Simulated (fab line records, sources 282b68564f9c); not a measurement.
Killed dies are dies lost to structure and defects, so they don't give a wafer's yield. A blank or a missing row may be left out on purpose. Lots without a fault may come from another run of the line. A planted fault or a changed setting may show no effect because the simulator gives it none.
fab line records | flow rit_cmos | part 1 of 2: steps 1 to 33 of 46
record lots=5 wafers=15 last_day=6
route steps=202 shown NLDD@112 PLDD@114 SPACER@125 NSD@131 PSD@142 SDANNEAL@153
lots that met no fault: from a run of the same line without faults
start_h: hours from the record's first day to the start of the lot's first wafer shown | wait_h: hours since the lot's step before | " the same as in the row above | L1.1+2: a row that stands for several wafers | - no value, or no start given | * or withheld: withheld | < > ~ a bound
route shown NAME@n: a module of which the file shows steps, and the number in the route of the first | usual: mean/standard deviation of fault-free wafers | same: alike in all rows | chamber/n: place in a boat | sites: the reading at each site | _std_site: their standard deviation | _edge_site: outer sites' mean less inner sites' | radius_mm: how far each site lies from the wafer's centre | mask NAME#n: copy n | behind: the tool/chamber that last shaped the wafer | hold: why the lot was held/for how many hours/how that ended | device: the transistor (n, p or np) that didn't switch | end of line: the same wafers' tests at the end of the route | a step without rows: its recipe alone | killed: dies lost to structure and defects at the first sort, not the wafer's yield | map: a wafer's dies, x killed, . not, _ none there
set.NAME: the setting as run; set.NAME@STEP: as run at that earlier step | model.NAME: the simulator's own value behind a step, which no gauge read
lots at some steps of the route; a table a step, a row a wafer
services: from which hour (start_h, from the record's first day; less than 0 if before it) a tool's chamber was out of use, for how many hours, and why
## steps
# step RIT_NLDD_STRIP_09
# recipe chemistry=O2 time_s=180 resist=NOVOLAK platen_temp_c=withheld power_w=500 pressure_mtorr=4000 o2_flow_sccm=4000
# usual drypump_motor_current_A=5.6/0.42 o2_flow_sccm=3999/12
# columns lot.wafer tool chamber start_h wait_h drypump_motor_current_A o2_flow_sccm rf_hours_counter_h
L076.2 plasma_asher-01 0 58.83 0.1 4.7 3996 40
L076.5 " 1 " " 6.0 3990 -
L076.6 " 0 " " 4.7 4002 -
L077.2 plasma_asher-03 1 61.74 0.1 5.5 3982 41
L077.3 " 0 " " 5.7 3997 -
L077.5 " 0 " " 5.7 3987 -
L079.1 plasma_asher-01 0 73.39 0.1 4.7 3986 42
L079.2 " 1 " " 6.0 4008 42
L079.5 " 0 " " 4.7 4005 -
L088.1 plasma_asher-04 0 117.16 0.1 5.5 3987 33
L088.3 " 1 " " 6.0 4006 -
L088.5 " 0 " " 5.5 3982 -
L092.2 plasma_asher-04 0 133.87 0.1 5.5 4004 36
L092.4 " 1 " " 6.0 3997 -
L092.6 " 1 " " 6.0 3988 -
# step RIT_NLDD_TW_MEAS_10
# usual NLDD_TW=2458/30
# columns lot.wafer tool chamber start_h wait_h NLDD_TW
L076.2 film_metro-02 - 59.01 0.1 2424
L076.5 " - " " 2419
L076.6 " - " " 2430
L077.2 film_metro-04 - 61.92 0.1 2486
L077.3 " - " " 2491
L077.5 " - " " 2494
L079.1 film_metro-04 - 73.56 0.1 2479
L079.2 " - " " 2478
L079.5 " - " " 2492
L088.1 film_metro-04 - 117.33 0.1 2476
L088.3 " - " " 2485
L088.5 " - " " 2479
L092.2 film_metro-03 - 134.05 0.1 2433
L092.4 " - " " 2446
L092.6 " - " " 2437
# step RIT_PLDD_HMDS_00
# recipe prime_time_s=60 prime_temp_c=140
# columns lot.wafer tool chamber start_h wait_h
L076.2+5+6 litho_track-03 0 59.09 0.1
L077.2+3+5 litho_track-03 0 62.00 0.1
L079.1+2+5 litho_track-03 0 73.62 0.1
L088.1+3+5 litho_track-02 0 117.39 0.1
L092.2+4+6 litho_track-04 0 134.13 0.1
# step RIT_PLDD_COAT_01
# recipe resist=NOVOLAK spin_rpm=3250 resist_thk_nm=1000
# columns lot.wafer tool chamber start_h wait_h
L076.2+5+6 litho_track-03 0 59.24 0.1
L077.2+3+5 litho_track-03 0 62.15 0.1
L079.1+2+5 litho_track-03 0 73.77 0.1
L088.1+3+5 litho_track-02 0 117.54 0.1
L092.2+4+6 litho_track-04 0 134.28 0.1
# step RIT_PLDD_SOFTBAKE_02
# recipe resist=NOVOLAK temp_c=90 time_s=60
# columns lot.wafer tool chamber start_h wait_h
L076.2+5+6 litho_track-03 0 59.39 0.1
L077.2+3+5 litho_track-03 0 62.30 0.1
L079.1+2+5 litho_track-03 0 73.92 0.1
L088.1+3+5 litho_track-02 0 117.69 0.1
L092.2+4+6 litho_track-04 0 134.43 0.1
# step RIT_PLDD_EXPOSE_03
# recipe mask_id=M8 na=0.57 target_cd_nm=40900 dose_mj=250
# usual focus_offset_nm=0.1/0.53
# columns lot.wafer tool chamber start_h wait_h mask focus_offset_nm
L076.2 iline_stepper-01 0 59.53 0.1 M8#0 0.8
L076.5 " 0 " " M8#0 0.1
L076.6 " 0 " " M8#0 0.6
L077.2 iline_stepper-02 0 62.56 0.2 M8#0 0.5
L077.3 " 0 " " M8#0 -0.5
L077.5 " 0 " " M8#0 -1.3
L079.1 iline_stepper-01 0 74.20 0.2 M8#0 -0.5
L079.2 " 0 " " M8#0 -0.1
L079.5 " 0 " " M8#0 -0.4
L088.1 iline_stepper-02 0 117.92 0.2 M8#0 0.0
L088.3 " 0 " " M8#0 0.4
L088.5 " 0 " " M8#0 -0.8
L092.2 iline_stepper-02 0 134.70 0.2 M8#0 0.0
L092.4 " 0 " " M8#0 -0.5
L092.6 " 0 " " M8#0 -0.5
# step RIT_PLDD_PEB_04
# recipe resist=NOVOLAK temp_c=withheld time_s=withheld
# columns lot.wafer tool chamber start_h wait_h
L076.2+5+6 litho_track-02 0 59.65 0.1
L077.2+3+5 litho_track-02 0 62.69 0.1
L079.1+2+5 litho_track-03 0 74.32 0.1
L088.1+3+5 litho_track-02 0 118.18 0.2
L092.2+4+6 litho_track-02 0 134.82 0.1
# step RIT_PLDD_DEVELOP_05
# recipe resist=NOVOLAK develop_time_s=50 dev_temp_c=23
# same develop_time_s=50
# columns lot.wafer tool chamber start_h wait_h
L076.2+5+6 litho_track-02 0 - -
L077.2+3+5 litho_track-02 0 - -
L079.1+2+5 litho_track-03 0 - -
L088.1+3+5 litho_track-02 0 - -
L092.2+4+6 litho_track-02 0 - -
# step RIT_PLDD_OVL_MEAS_06
# usual PLDD_OVL=-1.1/1.7
# columns lot.wafer tool chamber start_h wait_h PLDD_OVL[nm]
L076.2 overlay-01 - 59.92 - -0.8
L076.5 " - " " 0.4
L076.6 " - " " 0.3
L077.2 overlay-01 - 62.95 - 0.9
L077.3 " - " " 1.3
L077.5 " - " " 0.5
L079.1 overlay-01 - 74.60 - 0.8
L079.2 " - " " 0.8
L079.5 " - " " 0.5
L088.1 overlay-01 - 118.47 - -0.4
L088.3 " - " " -0.1
L088.5 " - " " -0.2
L092.2 overlay-02 - 135.08 - -3.1
L092.4 " - " " -4.2
L092.6 " - " " -3.2
# step RIT_PLDD_HARDBAKE_07
# recipe resist=NOVOLAK temp_c=140 time_s=60
# columns lot.wafer tool chamber start_h wait_h
L076.2+5+6 litho_track-04 0 59.97 0.0
L077.2+3+5 litho_track-04 0 63.01 0.0
L079.1+2+5 litho_track-04 0 74.63 0.0
L088.1+3+5 litho_track-03 0 118.52 0.0
L092.2+4+6 litho_track-03 0 135.14 0.0
# step RIT_PLDD_IMPLANT_08
# recipe species=BF2 energy_kev=20 dose_cm2=9e+14 tilt_deg=7
# usual beam_on_s=9.99/0.2
# columns lot.wafer tool chamber start_h wait_h beam_on_s
L076.2 implanter-04 0 60.12 0.1 9.50
L076.5 " 0 " " 9.98
L076.6 " 0 " " 9.90
L077.2 implanter-01 0 63.16 0.1 10.15
L077.3 " 0 " " 9.85
L077.5 " 0 " " 9.99
L079.1 implanter-01 0 74.78 0.1 9.96
L079.2 " 0 " " 10.02
L079.5 " 0 " " 9.89
L088.1 implanter-01 0 118.67 0.1 9.70
L088.3 " 0 " " 10.07
L088.5 " 0 " " 9.99
L092.2 implanter-01 0 135.29 0.1 10.07
L092.4 " 0 " " 10.06
L092.6 " 0 " " 10.17
# step RIT_PLDD_STRIP_09
# recipe chemistry=O2 time_s=180 resist=NOVOLAK platen_temp_c=withheld power_w=500 pressure_mtorr=4000 o2_flow_sccm=4000
# usual drypump_motor_current_A=5.4/0.59 o2_flow_sccm=3999/12
# columns lot.wafer tool chamber start_h wait_h drypump_motor_current_A o2_flow_sccm rf_hours_counter_h
L076.2 plasma_asher-01 1 60.25 0.1 5.9 4006 40
L076.5 " 1 " " 6.0 3996 -
L076.6 " 0 " " 4.6 3996 -
L077.2 plasma_asher-04 1 63.28 0.1 6.0 3991 27
L077.3 " 0 " " 5.5 3995 -
L077.5 " 1 " " 6.1 3971 -
L079.1 plasma_asher-01 1 74.93 0.1 6.0 3977 42
L079.2 " 0 " " 4.7 4003 42
L079.5 " 1 " " 6.0 3991 -
L088.1 plasma_asher-01 1 118.82 0.1 6.0 3999 48
L088.3 " 0 " " 4.6 3987 -
L088.5 " 0 " " 4.6 4006 -
L092.2 plasma_asher-01 1 135.41 0.1 5.9 3998 50
L092.4 " 0 " " 4.7 3994 -
L092.6 " 0 " " 4.7 3982 -
# step RIT_PLDD_TW_MEAS_10
# usual PLDD_TW=2315/25
# columns lot.wafer tool chamber start_h wait_h PLDD_TW
L076.2 film_metro-02 - 60.43 0.1 2286
L076.5 " - " " 2293
L076.6 " - " " 2293
L077.2 film_metro-02 - 63.47 0.1 2276
L077.3 " - " " 2286
L077.5 " - " " 2301
L079.1 film_metro-02 - 75.11 0.1 2297
L079.2 " - " " 2302
L079.5 " - " " 2291
L088.1 film_metro-04 - 118.99 0.1 2343
L088.3 " - " " 2347
L088.5 " - " " 2334
L092.2 film_metro-04 - 135.60 0.1 2352
L092.4 " - " " 2340
L092.6 " - " " 2350
# step RIT_SPACER_CLEAN_00
# recipe chemistry=SC1 mix=3:3:50 time_s=600 temp_c=75
# columns lot.wafer tool chamber start_h wait_h
L076.2+5+6 wet_bench-02 1 60.48 0.0
L077.2+3+5 wet_bench-02 2 63.52 0.0
L079.1+2+5 wet_bench-04 0 75.17 0.1
L088.1+3+5 wet_bench-02 1 119.05 0.1
L092.2+4+6 wet_bench-03 2 135.65 0.0
# step RIT_SPACER_CLEAN_01
# recipe chemistry=dHF dilution=50:1 time_s=30
# columns lot.wafer tool chamber start_h wait_h
L076.2+5+6 wet_bench-04 3 60.67 0.0
L077.2+3+5 wet_bench-04 1 63.71 0.0
L079.1+2+5 wet_bench-03 2 75.34 0.0
L088.1+3+5 wet_bench-04 1 119.26 0.0
L092.2+4+6 wet_bench-04 0 135.82 0.0
# step RIT_SPACER_CLEAN_02
# recipe chemistry=SC2 mix=3:3:50 time_s=600 temp_c=75 dry=n2_spin
# columns lot.wafer tool chamber start_h wait_h
L076.2+5+6 wet_bench-02 1 60.69 0.0
L077.2+3+5 wet_bench-02 2 63.73 0.0
L079.1+2+5 wet_bench-04 3 75.36 0.0
L088.1+3+5 wet_bench-02 2 119.28 0.0
L092.2+4+6 wet_bench-02 1 135.84 0.0
# step RIT_SPACER_CVD_03
# recipe material=Si3N4 target_thk_nm=250 temp_c=810 precursor=SiH2Cl2/NH3 time_s=3300 pressure_mtorr=300 sih2cl2_flow_sccm=60 nh3_flow_sccm=150
# usual zone_power_load_pct=25/4.3
# columns lot.wafer tool chamber start_h wait_h zone_power_load_pct
L076.2 lpcvd-01 0 60.88 0.0 19
L076.5 " 0 " " 20
L076.6 " 0 " " 20
L077.2 lpcvd-01 1 63.92 0.0 30
L077.3 " 1 " " 30
L077.5 " 1 " " 30
L079.1 lpcvd-01 1 75.54 0.0 31
L079.2 " 1 " " 31
L079.5 " 1 " " 30
L088.1 lpcvd-02 0 119.49 0.0 25
L088.3 " 0 " " 25
L088.5 " 0 " " 25
L092.2 lpcvd-02 0 136.03 0.0 25
L092.4 " 0 " " 25
L092.6 " 0 " " 25
# step RIT_SPACER_THK_MEAS_04
# recipe reads=Si3N4_of_SPACER_CVD_03
# usual SPACER_NITRIDE_THK=250.2/2.3
# columns lot.wafer tool chamber start_h wait_h SPACER_NITRIDE_THK[nm]
L076.2 film_metro-03 - 62.81 0.0 248.8
L076.5 " - " " 252.4
L076.6 " - " " 254.5
L077.2 film_metro-01 - 65.84 0.0 253.7
L077.3 " - " " 250.2
L077.5 " - " " 250.8
L079.1 film_metro-03 - 77.45 0.0 247.0
L079.2 " - " " 248.4
L079.5 " - " " 247.5
L088.1 film_metro-04 - 121.40 0.0 252.6
L088.3 " - " " 250.6
L088.5 " - " " 249.4
L092.2 film_metro-03 - 137.96 0.0 248.4
L092.4 " - " " 249.6
L092.6 " - " " 249.1
# step RIT_SPACER_ETCHBACK_05
# recipe target_depth_a=2500 SF6_flow_sccm=30 CHF3_flow_sccm=30 target=Si3N4 chemistry=SF6/CHF3 pressure_mtorr=40 rf_w=250 time_s=240 stop_on=SiO2
# usual CHF3_flow_sccm=30.00/0.097 drypump_motor_current_A=5.6/0.31 oes_product_au=0.846/0.012 throttle_valve_pct=10.24/0.16
# columns lot.wafer tool chamber start_h wait_h CHF3_flow_sccm drypump_motor_current_A oes_product_au rf_hours_counter_h throttle_valve_pct
L076.2 rie_diel-03 3 62.86 0.0 30.02 5.9 0.842 76 10.40
L076.5 " 0 " " 29.93 5.8 0.846 - 10.07
L076.6 " 1 " " 29.96 6.1 0.848 - 10.13
L077.2 rie_diel-02 0 65.89 0.0 29.90 5.0 0.856 16 10.12
L077.3 " 1 " " 29.97 5.5 0.840 91 10.14
L077.5 " 2 " " 30.15 5.5 0.865 - 10.06
L079.1 rie_diel-02 2 77.51 0.1 30.00 5.5 0.858 17 10.05
L079.2 " 3 " " 30.02 5.8 0.849 75 10.35
L079.5 " 1 " " 30.05 5.4 0.834 - 10.15
L088.1 rie_diel-03 3 121.46 0.1 29.96 6.0 0.856 78 10.40
L088.3 " 0 " " 29.97 5.7 0.849 4 10.07
L088.5 " 0 " " 30.05 5.8 0.840 - 10.06
L092.2 rie_diel-02 1 138.01 0.0 29.99 5.5 0.841 92 10.14
L092.4 " 3 " " 29.96 5.8 0.851 76 10.36
L092.6 " 0 " " 30.05 5.0 0.855 - 10.11
# step RIT_NSD_HMDS_00
# recipe prime_time_s=60 prime_temp_c=140
# columns lot.wafer tool chamber start_h wait_h
L076.2+5+6 litho_track-03 0 63.03 0.1
L077.2+3+5 litho_track-04 0 66.07 0.1
L079.1+2+5 litho_track-01 0 77.66 0.1
L088.1+3+5 litho_track-03 0 121.61 0.1
L092.2+4+6 litho_track-01 0 138.18 0.1
# step RIT_NSD_COAT_01
# recipe resist=NOVOLAK spin_rpm=3250 resist_thk_nm=1000
# columns lot.wafer tool chamber start_h wait_h
L076.2+5+6 litho_track-03 0 63.18 0.1
L077.2+3+5 litho_track-04 0 66.22 0.1
L079.1+2+5 litho_track-01 0 77.81 0.1
L088.1+3+5 litho_track-03 0 121.76 0.1
L092.2+4+6 litho_track-01 0 138.33 0.1
# step RIT_NSD_SOFTBAKE_02
# recipe resist=NOVOLAK temp_c=90 time_s=60
# columns lot.wafer tool chamber start_h wait_h
L076.2+5+6 litho_track-03 0 63.33 0.1
L077.2+3+5 litho_track-04 0 66.37 0.1
L079.1+2+5 litho_track-01 0 77.96 0.1
L088.1+3+5 litho_track-03 0 121.91 0.1
L092.2+4+6 litho_track-01 0 138.48 0.1
# step RIT_NSD_EXPOSE_03
# recipe mask_id=M9 na=0.57 target_cd_nm=40700 dose_mj=250
# usual focus_offset_nm=0.0/0.55
# columns lot.wafer tool chamber start_h wait_h mask focus_offset_nm
L076.2 iline_stepper-02 0 63.60 0.2 M9#0 0.1
L076.5 " 0 " " M9#0 0.0
L076.6 " 0 " " M9#0 0.0
L077.2 iline_stepper-02 0 66.51 0.1 M9#0 2.2
L077.3 " 0 " " M9#0 1.0
L077.5 " 0 " " M9#0 0.4
L079.1 iline_stepper-02 0 78.11 0.1 M9#0 -1.1
L079.2 " 0 " " M9#0 -0.1
L079.5 " 0 " " M9#0 0.9
L088.1 iline_stepper-02 0 122.19 0.2 M9#0 0.8
L088.3 " 0 " " M9#0 0.7
L088.5 " 0 " " M9#0 0.4
L092.2 iline_stepper-01 0 138.75 0.2 M9#0 0.0
L092.4 " 0 " " M9#0 0.3
L092.6 " 0 " " M9#0 0.0
# step RIT_NSD_PEB_04
# recipe resist=NOVOLAK temp_c=withheld time_s=withheld
# columns lot.wafer tool chamber start_h wait_h
L076.2+5+6 litho_track-03 0 63.72 0.1
L077.2+3+5 litho_track-01 0 66.63 0.1
L079.1+2+5 litho_track-03 0 78.23 0.1
L088.1+3+5 litho_track-04 0 122.30 0.1
L092.2+4+6 litho_track-03 0 138.87 0.1
# step RIT_NSD_DEVELOP_05
# recipe resist=NOVOLAK develop_time_s=50 dev_temp_c=23
# same develop_time_s=50
# columns lot.wafer tool chamber start_h wait_h
L076.2+5+6 litho_track-03 0 - -
L077.2+3+5 litho_track-01 0 - -
L079.1+2+5 litho_track-03 0 - -
L088.1+3+5 litho_track-04 0 - -
L092.2+4+6 litho_track-03 0 - -
# step RIT_NSD_OVL_MEAS_06
# usual NSD_OVL=0.8/1.5
# columns lot.wafer tool chamber start_h wait_h NSD_OVL[nm]
L076.2 overlay-02 - 63.99 - 0.2
L076.5 " - " " -0.1
L076.6 " - " " -1.4
L077.2 overlay-02 - 66.90 - 1.3
L077.3 " - " " -0.6
L077.5 " - " " -0.3
L079.1 overlay-02 - 78.51 - 2.7
L079.2 " - " " 3.6
L079.5 " - " " 2.3
L088.1 overlay-01 - 122.59 - 1.8
L088.3 " - " " 1.8
L088.5 " - " " 0.2
L092.2 overlay-02 - 139.14 - -0.9
L092.4 " - " " -2.0
L092.6 " - " " -0.7
# step RIT_NSD_HARDBAKE_07
# recipe resist=NOVOLAK temp_c=140 time_s=60
# columns lot.wafer tool chamber start_h wait_h
L076.2+5+6 litho_track-01 0 64.04 0.0
L077.2+3+5 litho_track-03 0 66.95 0.0
L079.1+2+5 litho_track-03 0 78.55 0.0
L088.1+3+5 litho_track-04 0 122.62 0.0
L092.2+4+6 litho_track-01 0 139.19 0.0
# step RIT_NSD_IMPLANT_08
# recipe species=P energy_kev=25 dose_cm2=1e+15 tilt_deg=7
# usual beam_on_s=10.04/0.2
# columns lot.wafer tool chamber start_h wait_h beam_on_s
L076.2 implanter-03 0 64.19 0.1 10.19
L076.5 " 0 " " 9.97
L076.6 " 0 " " 9.85
L077.2 implanter-03 0 67.10 0.1 9.95
L077.3 " 0 " " 10.25
L077.5 " 0 " " 10.12
L079.1 implanter-04 0 78.70 0.1 10.21
L079.2 " 0 " " 9.80
L079.5 " 0 " " 9.82
L088.1 implanter-02 0 122.77 0.1 9.94
L088.3 " 0 " " 10.29
L088.5 " 0 " " 10.00
L092.2 implanter-03 0 139.34 0.1 10.15
L092.4 " 0 " " 9.98
L092.6 " 0 " " 9.95
# step RIT_NSD_STRIP_09
# recipe chemistry=O2 time_s=180 resist=NOVOLAK platen_temp_c=withheld power_w=500 pressure_mtorr=4000 o2_flow_sccm=4000
# usual drypump_motor_current_A=5.6/0.41 o2_flow_sccm=4002/13
# columns lot.wafer tool chamber start_h wait_h drypump_motor_current_A o2_flow_sccm rf_hours_counter_h
L076.2 plasma_asher-04 0 64.32 0.1 5.5 4010 27
L076.5 " 0 " " 5.5 4007 -
L076.6 " 1 " " 6.0 3981 -
L077.2 plasma_asher-03 0 67.23 0.1 5.6 3992 42
L077.3 " 0 " " 5.6 4009 -
L077.5 " 0 " " 5.7 4006 -
L079.1 plasma_asher-02 0 78.85 0.1 5.0 3994 44
L079.2 " 1 " " 6.0 3996 44
L079.5 " 0 " " 5.0 3992 -
L088.1 plasma_asher-02 0 122.92 0.1 5.0 3995 1
L088.3 " 1 " " 6.0 3997 -
L088.5 " 1 " " 6.0 3988 -
L092.2 plasma_asher-02 1 139.47 0.1 6.0 4021 3
L092.4 " 1 " " 6.0 3993 -
L092.6 " 0 " " 5.0 3989 -
# step RIT_NSD_TW_MEAS_10
# usual NSD_TW=3058/36
# columns lot.wafer tool chamber start_h wait_h NSD_TW
L076.2 film_metro-02 - 64.50 0.1 3047
L076.5 " - " " 3033
L076.6 " - " " 3036
L077.2 film_metro-03 - 67.41 0.1 3045
L077.3 " - " " 3014
L077.5 " - " " 3036
L079.1 film_metro-04 - 79.02 0.1 3111
L079.2 " - " " 3110
L079.5 " - " " 3091
L088.1 film_metro-03 - 123.10 0.1 3060
L088.3 " - " " 3055
L088.5 " - " " 3065
L092.2 film_metro-04 - 139.65 0.1 3112
L092.4 " - " " 3113
L092.6 " - " " 3101
# step RIT_PSD_HMDS_00
# recipe prime_time_s=60 prime_temp_c=140
# columns lot.wafer tool chamber start_h wait_h
L076.2+5+6 litho_track-01 0 64.58 0.1
L077.2+3+5 litho_track-03 0 67.49 0.1
L079.1+2+5 litho_track-01 0 79.16 0.1
L088.1+3+5 litho_track-02 0 123.16 0.1
L092.2+4+6 litho_track-02 0 139.73 0.1
# step RIT_PSD_COAT_01
# recipe resist=NOVOLAK spin_rpm=3250 resist_thk_nm=1000
# columns lot.wafer tool chamber start_h wait_h
L076.2+5+6 litho_track-01 0 64.73 0.1
L077.2+3+5 litho_track-03 0 67.64 0.1
L079.1+2+5 litho_track-01 0 79.31 0.1
L088.1+3+5 litho_track-02 0 123.31 0.1
L092.2+4+6 litho_track-02 0 139.88 0.1
# step RIT_PSD_SOFTBAKE_02
# recipe resist=NOVOLAK temp_c=90 time_s=60
# columns lot.wafer tool chamber start_h wait_h
L076.2+5+6 litho_track-01 0 64.88 0.1
L077.2+3+5 litho_track-03 0 67.79 0.1
L079.1+2+5 litho_track-01 0 79.46 0.1
L088.1+3+5 litho_track-02 0 123.46 0.1
L092.2+4+6 litho_track-02 0 140.03 0.1
